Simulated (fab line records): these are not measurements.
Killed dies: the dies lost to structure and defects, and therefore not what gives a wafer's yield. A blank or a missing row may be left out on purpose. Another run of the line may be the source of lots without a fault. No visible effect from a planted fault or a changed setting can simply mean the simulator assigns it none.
Which tool is to blame? -- flow berkeley_cmos170 -- 14 lots with 42 wafers sampled at 6 steps, on a route of 331 steps

WHAT THE GAUGES SHOWED, per wafer
UCB170_NVT_OVL_MEAS_06. Usual: NVT_OVL gives -1 nm (standard deviation 5.2).
lot,measured,on,NVT_OVL (nm),flag
L663,day 5 06:44,overlay-01,0 7 8,
L664,day 5 11:28,overlay-02,-8 -8 -4,
L665,day 5 22:42,overlay-01,2 4 6,
L668,day 6 06:59,overlay-02,-2 -2 -1,
L666,day 6 07:16,overlay-02,2 7 -3,
L669,day 6 14:36,overlay-01,0 -1 3,
L670,day 6 22:46,overlay-01,6 7 4,
L675,day 7 14:50,overlay-02,-2 -2 -2,
L678,day 8 18:22,overlay-02,-2 -16 -11,
L680,day 8 23:32,overlay-01,-4 -6 -1,
L682,day 8 23:43,overlay-02,-4 -9 -7,
L679,day 9 00:00,overlay-02,0 -3 1,
L684,day 9 21:16,overlay-01,-12 -9 -11,
L686,day 10 03:17,overlay-02,6 2 1,

UCB170_PLDD_OVL_MEAS_07. Usual: PLDD_OVL gives 1 nm (standard deviation 5).
lot,measured,on,PLDD_OVL (nm),flag
L663,day 5 23:16,overlay-01,-3 -2 -6,
L664,day 6 10:37,overlay-01,2 -2 -1,
L665,day 6 16:37,overlay-01,6 7 3,
L668,day 6 23:29,overlay-02,7 6 13,
L666,day 6 23:10,overlay-01,-6 -3 -11,
L669,day 7 11:11,overlay-01,6 3 3,
L670,day 7 14:22,overlay-02,2 -2 -2,
L675,day 8 07:14,overlay-01,-1 10 -2,
L678,day 9 09:59,overlay-02,9 1 4,
L680,day 9 14:04,overlay-02,4 4 13,
L682,day 9 14:12,overlay-01,3 -3 -4,
L679,day 9 14:28,overlay-01,-2 -2 1,
L684,day 10 13:19,overlay-01,-3 -3 4,
L686,day 10 23:09,overlay-02,7 7 7,

UCB170_PLDD_TW_MEAS_11. Usual: PLDD_TW gives 1012 (standard deviation 8.3).
lot,measured,on,PLDD_TW,flag
L663,day 5 23:43,film_metro-01,1018 1014 1016,
L664,day 6 11:03,film_metro-02,1018 1020 1020,
L665,day 6 17:04,film_metro-04,995 1003 1000,
L668,day 6 23:56,film_metro-01,1018 1019 1024,
L666,day 6 23:36,film_metro-02,1020 1019 1018,
L669,day 7 11:38,film_metro-04,1006 999 996,
L670,day 7 14:48,film_metro-01,1014 1017 1019,
L675,day 8 07:44,film_metro-01,1017 1019 1018,
L678,day 9 10:26,film_metro-04,1072 1079 1071 1073 1071 1072,OFF
L680,day 9 14:31,film_metro-04,1002 1003 997,
L682,day 9 14:38,film_metro-02,1015 1015 1017,
L679,day 9 14:55,film_metro-04,1072 1072 1074 1071 1074 1071,OFF
L684,day 10 13:45,film_metro-01,1017 1010 1016,
L686,day 10 23:35,film_metro-04,1010 1011 1004,

UCB170_SDANNEAL_RS_MEAS_04: measurement is done with a four-point probe. Usual: PLDD_RS gives 1032 ohm/sq (standard deviation 3.5).
lot,measured,on,PLDD_RS (ohm/sq),flag
L663,day 6 14:05,film_metro-01,1031 1028 1029,
L664,day 7 03:02,film_metro-01,1040 1040 1041,
L665,day 7 03:21,film_metro-02,1032 1033 1031,
L668,day 7 09:44,film_metro-04,1028 1027 1027,
L666,day 7 10:19,film_metro-01,1033 1030 1031,
L669,day 7 23:22,film_metro-01,1036 1038 1035,
L670,day 8 06:20,film_metro-01,1035 1035 1039,
L675,day 8 21:46,film_metro-04,1029 1029 1029,
L678,day 10 03:05,film_metro-01,865 865 864 866 865 864,OFF
L680,day 10 04:40,film_metro-02,1035 1029 1036,
L682,day 10 02:52,film_metro-04,1032 1035 1034,
L679,day 10 05:43,film_metro-02,866 869 866 866 867 867,OFF
L684,day 11 04:25,film_metro-02,1032 1035 1033,
L686,day 11 14:46,film_metro-02,1030 1030 1029,

TOOL THAT RAN EACH LOT (tool first, then ch and the chambers of the sampled wafers, then the start)
lot,UCB170_NVT_STRIP_08,UCB170_PLDD_IMPLANT_09
L663,"plasma_asher-02 ch 0,1, day 5 06:57","implanter-03 ch 0, day 5 23:29"
L664,"plasma_asher-03 ch 0,1, day 5 11:40","implanter-03 ch 0, day 6 10:48"
L665,"plasma_asher-03 ch 0,1, day 5 22:53","implanter-03 ch 0, day 6 16:49"
L668,"plasma_asher-01 ch 0,1, day 6 07:10","implanter-03 ch 0, day 6 23:41"
L666,"plasma_asher-02 ch 0,1, day 6 07:26","implanter-04 ch 0, day 6 23:22"
L669,"plasma_asher-02 ch 0,1, day 6 14:47","implanter-01 ch 0, day 7 11:23"
L670,"plasma_asher-03 ch 0,1, day 6 22:58","implanter-01 ch 0, day 7 14:33"
L675,"plasma_asher-02 ch 0,1, day 7 15:03","implanter-01 ch 0, day 8 07:28"
L678,"plasma_asher-02 ch 0,1, day 8 18:34","implanter-03 ch 0, day 9 10:14"
L680,"plasma_asher-02 ch 0,1, day 8 23:44","implanter-04 ch 0, day 9 14:17"
L682,"plasma_asher-01 ch 0,1, day 8 23:55","implanter-01 ch 0, day 9 14:23"
L679,"plasma_asher-03 ch 0,1, day 9 00:11","implanter-03 ch 0, day 9 14:40"
L684,"plasma_asher-03 ch 0,1, day 9 21:28","implanter-04 ch 0, day 10 13:32"
L686,"plasma_asher-02 ch 0,1, day 10 03:28","implanter-04 ch 0, day 10 23:20"
- UCB170_NVT_STRIP_08: strips in O2.
- UCB170_PLDD_IMPLANT_09

AS READ BY THE TOOLS THEMSELVES (means over the sampled wafers that have a number; for cases with no such wafer, the mark the record gives instead)
UCB170_NVT_STRIP_08. Usual: drypump_motor_current_A 5.6 A, standard deviation 0.3; oes_product_au 0.735 a.u., standard deviation 0.0045; strip_time_to_endpoint_s 21.63 s, standard deviation 0.055.
lot,tool,drypump_motor_current_A (A),oes_product_au (a.u.),strip_time_to_endpoint_s (s),flag
L663,plasma_asher-02,5.6,0.735,21.62,
L664,plasma_asher-03,5.4,0.734,21.59,
L665,plasma_asher-03,5.4,0.736,21.75,
L668,plasma_asher-01,5.7,0.732,21.67,
L666,plasma_asher-02,5.7,0.738,21.70,
L669,plasma_asher-02,5.7,0.737,21.56,
L670,plasma_asher-03,5.5,0.731,21.58,
L675,plasma_asher-02,5.7,0.737,21.69,
L678,plasma_asher-02,5.7,0.735,21.60,
L680,plasma_asher-02,5.7,0.737,21.59,
L682,plasma_asher-01,6.1,0.732,21.60,
L679,plasma_asher-03,5.4,0.734,21.57,
L684,plasma_asher-03,5.5,0.737,21.64,
L686,plasma_asher-02,5.7,0.733,21.57,

UCB170_PLDD_IMPLANT_09. Usual: beam_on_s 9.99 s, standard deviation 0.18; dose_ions_cm2 5e+13, standard deviation 5.5e+10; faraday_current_uA 158.7, standard deviation 2.9.
lot,tool,beam_on_s (s),dose_ions_cm2,faraday_current_uA,flag
L663,implanter-03,9.80,5e+13,161.4,
L664,implanter-03,10.11,5e+13,157.0,
L665,implanter-03,10.01,5e+13,158.6,
L668,implanter-03,9.81,5e+13,161.0,
L666,implanter-04,9.96,5e+13,159.1,
L669,implanter-01,10.04,5e+13,158.1,
L670,implanter-01,10.04,5e+13,158.4,
L675,implanter-01,10.06,5e+13,157.5,
L678,implanter-03,13.15,8e+13,181.3,OFF
L680,implanter-04,9.83,5e+13,161.1,
L682,implanter-01,9.91,5e+13,160.2,
L679,implanter-03,13.41,8e+13,177.2,OFF
L684,implanter-04,9.91,5e+13,160.6,
L686,implanter-04,10.05,5e+13,157.9,

THE ANSWER, worked out from the rows above alone
Rule: a lot counts as off when the mean over its wafers that have a number is more than 3 standard deviations away from the usual mean. A lot without any number at a reading at which 4 lots or more have one is off too. All remaining lots with rows at the step are treated as sound. Order of review: gauges by route order, followed by the tools' own readings, for which a lot's mean as printed above is used. At the first step where some lot is off, the reading lying furthest off is the one used; lots without a number count as furthest.
Off: L678, L679, seen at UCB170_PLDD_TW_MEAS_11 (PLDD_TW).
A tool fits if, at a process step before that reading, it ran every lot that is off, and no sound lot after the first of them. The gauges at UCB170_PLDD_TW_MEAS_11 aren't tried: what is off there is off at UCB170_SDANNEAL_RS_MEAS_04 too, on other tools, and a gauge's error can't cause that. One fits: implanter-03 at UCB170_PLDD_IMPLANT_09. A fault onset in the window from L668 (day 6 23:41, its last sound lot) to L678 (day 9 10:14, its first lot off) fits.
The tool's own readings at UCB170_PLDD_IMPLANT_09 bear it out: on the lots that are off they differ by more than 5 times the standard deviation of the sound lots' means. beam_on_s reads 13.28 s there against 9.96 s on the sound lots; dose_ions_cm2 reads 8e+13 there against 5e+13 on the sound lots; faraday_current_uA reads 179.2 there against 159.2 on the sound lots.

WHAT THE SIMULATOR PUT IN
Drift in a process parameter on implanter-03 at UCB170_PLDD_IMPLANT_09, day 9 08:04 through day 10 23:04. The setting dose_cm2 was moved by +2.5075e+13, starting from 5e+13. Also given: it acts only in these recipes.
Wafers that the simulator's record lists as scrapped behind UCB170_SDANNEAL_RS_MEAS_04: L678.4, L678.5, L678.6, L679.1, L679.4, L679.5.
Lots struck among those shown: L678, L679. The rule given above showed the same thing.
